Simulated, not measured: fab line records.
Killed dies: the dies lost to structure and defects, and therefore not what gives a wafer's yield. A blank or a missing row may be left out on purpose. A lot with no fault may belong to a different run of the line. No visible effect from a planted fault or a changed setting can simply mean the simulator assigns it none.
One fault through the eyes of 2 desks || flow ritCmos || each desk holds nothing but its own numbers, with what lay behind them at the end

## THE METROLOGY DESK
Means of the sampled wafers that have a number, per lot and without regard to the tool the lot ran on: this is what the gauges read. Any lot whose mean is over 4 standard deviations away from the usual mean is out of limits and marked OUT; that distance is given in the brackets.
Columns: A = GATE_POLY_THK at RIT_GATE_THK_MEAS_09, usual 250.3 nm
{"lot": "L206", "first seen here": "day 2 15:35", "A": 252.6}
{"lot": "L208", "first seen here": "day 2 22:41", "A": 252.6}
{"lot": "L209", "first seen here": "day 3 03:51", "A": 246.0}
{"lot": "L211", "first seen here": "day 3 14:11", "A": 253.9}
{"lot": "L212", "first seen here": "day 3 21:34", "A": 252.7}
{"lot": "L215", "first seen here": "day 4 12:13", "A": 249.7}
{"lot": "L216", "first seen here": "day 4 16:04", "A": 249.2}
{"lot": "L219", "first seen here": "day 5 07:07", "A": 248.8}
{"lot": "L221", "first seen here": "day 5 16:33", "A": 248.0}
{"lot": "L223", "first seen here": "day 6 02:11", "A": "193.5 (-24) OUT"}
{"lot": "L227", "first seen here": "day 6 23:23", "A": 248.5}
{"lot": "L228", "first seen here": "day 7 09:41", "A": 248.1}
{"lot": "L229", "first seen here": "day 7 18:56", "A": 249.8}
This desk reports L223 out of limits; the earliest was L223 at day 6 02:11 (GATE_POLY_THK at RIT_GATE_THK_MEAS_09). Within limits: L206, L208, L209, L211, L212, L215, L216, L219, L221, L227, L228, L229.

## FOR THE TOOL OWNER'S DESK: lpcvd-02
The tool's own readings at RIT_GATE_CVD_08 (deposits poly-Si from SiH4, target thk 250 nm, time 2220 s): means of the sampled wafers that have a number, for each lot that ran on this tool. Any lot whose mean is over 4 standard deviations away from the usual mean is out of limits and marked OUT; that distance is given in the brackets.
Columns: A = zonePowerSourcePct at RIT_GATE_CVD_08, usual 11.95 %
{"lot": "L206", "first seen here": "day 2 13:58", "A": 11.79}
{"lot": "L208", "first seen here": "day 2 21:04", "A": 11.78}
{"lot": "L211", "first seen here": "day 3 12:34", "A": 11.83}
{"lot": "L215", "first seen here": "day 4 09:47", "A": 11.76}
{"lot": "L223", "first seen here": "day 6 00:34", "A": 11.96}
Finding of this desk: none of the 5 lots has anything out of limits.

## TAKEN TOGETHER
On L223, the metrology desk was in a position to raise an alarm at day 6 02:11.
The desk of the tool owner found nothing out of limits.
On record at the tool owner's desk: L223, within its limits.
Every lot named ran RIT_GATE_CVD_08 on lpcvd-02.

## WHAT WAS PUT IN BY THE SIMULATOR
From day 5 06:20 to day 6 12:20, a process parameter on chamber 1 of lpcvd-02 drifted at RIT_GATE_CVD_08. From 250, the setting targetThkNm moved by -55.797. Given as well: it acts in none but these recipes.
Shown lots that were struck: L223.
Hours from the fault's start to each desk's first reading out of limits: the metrology desk, 20.
